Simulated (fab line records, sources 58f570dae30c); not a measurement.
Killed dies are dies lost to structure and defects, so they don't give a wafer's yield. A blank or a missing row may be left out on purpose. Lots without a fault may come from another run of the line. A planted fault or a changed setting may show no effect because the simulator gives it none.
Which tool did it? | flow berkeley_cmos170 | 14 lots, 42 wafers sampled, at 4 steps of a route of 331

WHAT THE GAUGES READ, wafer by wafer
UCB170_NSD_CD_MEAS_06: target cd 1200 nm.
lot  | measured     | on        | cd_nm (nm)
L558 | day 8 01:19  | cd_sem-01 | 1198.2 1198.7 1198.5
L559 | day 8 01:10  | cd_sem-01 | 1201.5 1199.8 1201.8
L562 | day 8 09:52  | cd_sem-02 | 1200.1 1200.6 1200.7
L560 | day 8 10:11  | cd_sem-01 | 1200.0 1200.4 1200.7
L563 | day 9 02:53  | cd_sem-01 | 1199.0 1199.9 1199.3
L566 | day 9 08:43  | cd_sem-01 | 1199.4 1199.6 1200.6
L564 | day 9 08:41  | cd_sem-02 | 1202.8 1203.5 1202.9
L571 | day 10 13:56 | cd_sem-01 | 1198.8 1200.5 1200.1
L573 | day 10 21:02 | cd_sem-01 | 1200.0 1199.1 1199.6
L576 | day 11 03:13 | cd_sem-02 | 1198.9 1195.4 1198.1
L577 | day 11 09:23 | cd_sem-01 | 1199.0 1200.8 1200.1
L579 | day 12 00:17 | cd_sem-01 | 1198.4 1196.6 1197.3
L578 | day 12 00:01 | cd_sem-02 | 1199.2 1198.0 1198.4
L581 | day 12 13:44 | cd_sem-02 | 1199.1 1199.1 1198.1

UCB170_M2_CD_MEAS_15: target cd 700 nm.
lot  | measured     | on        | cd_nm (nm)
L558 | day 8 20:16  | cd_sem-01 | 701.8 702.0 699.6
L559 | day 8 17:10  | cd_sem-01 | 700.3 698.8 699.5
L562 | day 9 01:13  | cd_sem-02 | 701.4 701.0 700.9
L560 | day 9 06:02  | cd_sem-02 | 699.0 699.0 699.2
L563 | day 9 20:03  | cd_sem-01 | 699.8 699.5 699.5
L566 | day 10 03:28 | cd_sem-01 | 700.7 700.7 700.2
L564 | day 10 03:47 | cd_sem-02 | 698.1 697.5 700.8
L571 | day 11 07:56 | cd_sem-02 | 699.2 700.1 700.9
L573 | day 11 13:54 | cd_sem-01 | 699.2 700.8 699.2
L576 | day 11 18:40 | cd_sem-02 | 701.5 701.0 702.1
L577 | day 12 03:31 | cd_sem-01 | 699.3 697.4 699.1
L579 | day 12 16:29 | cd_sem-01 | 700.4 699.7 698.9
L578 | day 12 14:55 | cd_sem-01 | 702.4 701.7 702.4
L581 | day 13 09:02 | cd_sem-02 | 703.4 704.1 703.1

WHICH TOOL RAN EACH LOT (tool, then ch and the chambers of the sampled wafers, then the start)
lot  | UCB170_PVT_STRIP_08                  | UCB170_M1_METAL_ETCH_12
L558 | plasma_asher-01 ch 0, day 6 18:02    | rie_metal-03 ch 0, day 8 12:20
L559 | plasma_asher-01 ch 0,1, day 6 18:25  | rie_metal-02 ch 0,1, day 8 10:29
L562 | plasma_asher-01 ch 0,1, day 7 04:51  | rie_metal-02 ch 0,1, day 8 18:56
L560 | plasma_asher-04 ch 0,1, day 7 04:55  | rie_metal-03 ch 0,1, day 8 20:10
L563 | plasma_asher-03 ch 0, day 7 20:41    | rie_metal-02 ch 0,1, day 9 13:19
L566 | plasma_asher-04 ch 0,1, day 8 02:05  | rie_metal-02 ch 0,1, day 9 19:24
L564 | plasma_asher-03 ch 0,1, day 8 02:50  | rie_metal-04 ch 0,1, day 9 18:03
L571 | plasma_asher-01 ch 0, day 9 09:29    | rie_metal-04 ch 0, day 10 23:38
L573 | plasma_asher-04 ch 0,1, day 9 15:43  | rie_metal-03 ch 0, day 11 06:36
L576 | plasma_asher-01 ch 0,1, day 10 00:33 | rie_metal-03 ch 0,1, day 11 11:59
L577 | plasma_asher-03 ch 0,1, day 10 07:10 | rie_metal-03 ch 0,1, day 11 21:29
L579 | plasma_asher-04 ch 0,1, day 10 22:10 | rie_metal-02 ch 0, day 12 09:37
L578 | plasma_asher-04 ch 0,1, day 10 22:26 | rie_metal-04 ch 0, day 12 08:46
L581 | plasma_asher-03 ch 0,1, day 11 03:11 | rie_metal-02 ch 0,1, day 12 23:20
- UCB170_PVT_STRIP_08: strips in O2.
- UCB170_M1_METAL_ETCH_12: etches Al in Cl2/BCl3, stops on PSG, target depth 780 nm, time 130 s.

WHAT THE TOOLS THEMSELVES READ (means of the sampled wafers that have a number; where no wafer has one, the mark that the record gives instead)
UCB170_PVT_STRIP_08.
lot  | tool            | drypump_motor_current_A (A) | o2_flow_sccm (sccm) | oes_product_au (a.u.) | strip_time_to_endpoint_s (s)
L558 | plasma_asher-01 | 6.1                         | 400.2               | 0.736                 | 21.67
L559 | plasma_asher-01 | 5.9                         | 400.2               | 0.732                 | 21.59
L562 | plasma_asher-01 | 5.7                         | 400.1               | 0.738                 | 21.70
L560 | plasma_asher-04 | 5.4                         | 400.3               | 0.737                 | 21.75
L563 | plasma_asher-03 | 5.3                         | 401.1               | 0.734                 | 21.72
L566 | plasma_asher-04 | 5.4                         | 400.5               | 0.735                 | 21.73
L564 | plasma_asher-03 | 5.5                         | 399.9               | 0.731                 | 21.66
L571 | plasma_asher-01 | 6.1                         | 399.8               | 0.730                 | 21.59
L573 | plasma_asher-04 | 5.4                         | 401.4               | 0.732                 | 21.68
L576 | plasma_asher-01 | 5.7                         | 400.2               | 0.733                 | 21.62
L577 | plasma_asher-03 | 5.5                         | 401.1               | 0.737                 | 21.67
L579 | plasma_asher-04 | 5.3                         | 399.2               | 0.735                 | 21.63
L578 | plasma_asher-04 | 5.3                         | 400.7               | 0.733                 | 21.58
L581 | plasma_asher-03 | 5.7                         | 400.3               | 0.733                 | 21.69

UCB170_M1_METAL_ETCH_12.
lot  | tool         | bias_w (W) | drypump_motor_current_A (A) | oes_product_au (a.u.) | throttle_valve_pct (%)
L558 | rie_metal-03 | 119.8      | 6.1                         | 0.834                 | 23.94
L559 | rie_metal-02 | 120.1      | 5.5                         | 0.858                 | 24.23
L562 | rie_metal-02 | 120.5      | 5.5                         | 0.856                 | 24.21
L560 | rie_metal-03 | 120.1      | 6.5                         | 0.846                 | 24.15
L563 | rie_metal-02 | 108.4      | 5.4                         | 0.868                 | 24.34
L566 | rie_metal-02 | 109.1      | 5.4                         | 0.866                 | 24.35
L564 | rie_metal-04 | 119.8      | 5.1                         | 0.871                 | 23.97
L571 | rie_metal-04 | 119.8      | 5.3                         | 0.866                 | 23.87
L573 | rie_metal-03 | 120.1      | 6.1                         | 0.845                 | 23.95
L576 | rie_metal-03 | 120.0      | 6.5                         | 0.852                 | 24.24
L577 | rie_metal-03 | 120.0      | 6.5                         | 0.856                 | 24.24
L579 | rie_metal-02 | 119.9      | 5.6                         | 0.849                 | 24.11
L578 | rie_metal-04 | 120.0      | 5.2                         | 0.856                 | 23.87
L581 | rie_metal-02 | 120.2      | 5.4                         | 0.862                 | 24.42

THE ANSWER, worked out from the rows above alone
Rule: what is usual is taken from the lots themselves. Put in order of their means at a reading, lots are off if they are a third of the lots or fewer, leave a main group of 4 or more, and stand apart from it by a gap of 3 or more times the standard deviation of the main group's means; of several such gaps the widest counts. A main group whose means are all the same, to the digits that the tables above print for the reading, isn't used. A lot without any number at a reading at which 4 lots or more have one is off too. The other lots that the step has rows for count as sound. The gauges are gone through in route order, then the tools' own readings, and for those a lot's mean is taken as printed above. The first step at which some lot is off is used, and at that step the reading that is off furthest; a lot without a number counts as furthest.
Off: L563, L566, at UCB170_M1_METAL_ETCH_12 (bias_w). The main group: mean 120.0 W, standard deviation 0.19.
A tool fits if, at that step or a process step before it, it ran every lot that is off, and no sound lot after the first of them. None of those tried fits.

WHAT THE SIMULATOR HAD PUT IN
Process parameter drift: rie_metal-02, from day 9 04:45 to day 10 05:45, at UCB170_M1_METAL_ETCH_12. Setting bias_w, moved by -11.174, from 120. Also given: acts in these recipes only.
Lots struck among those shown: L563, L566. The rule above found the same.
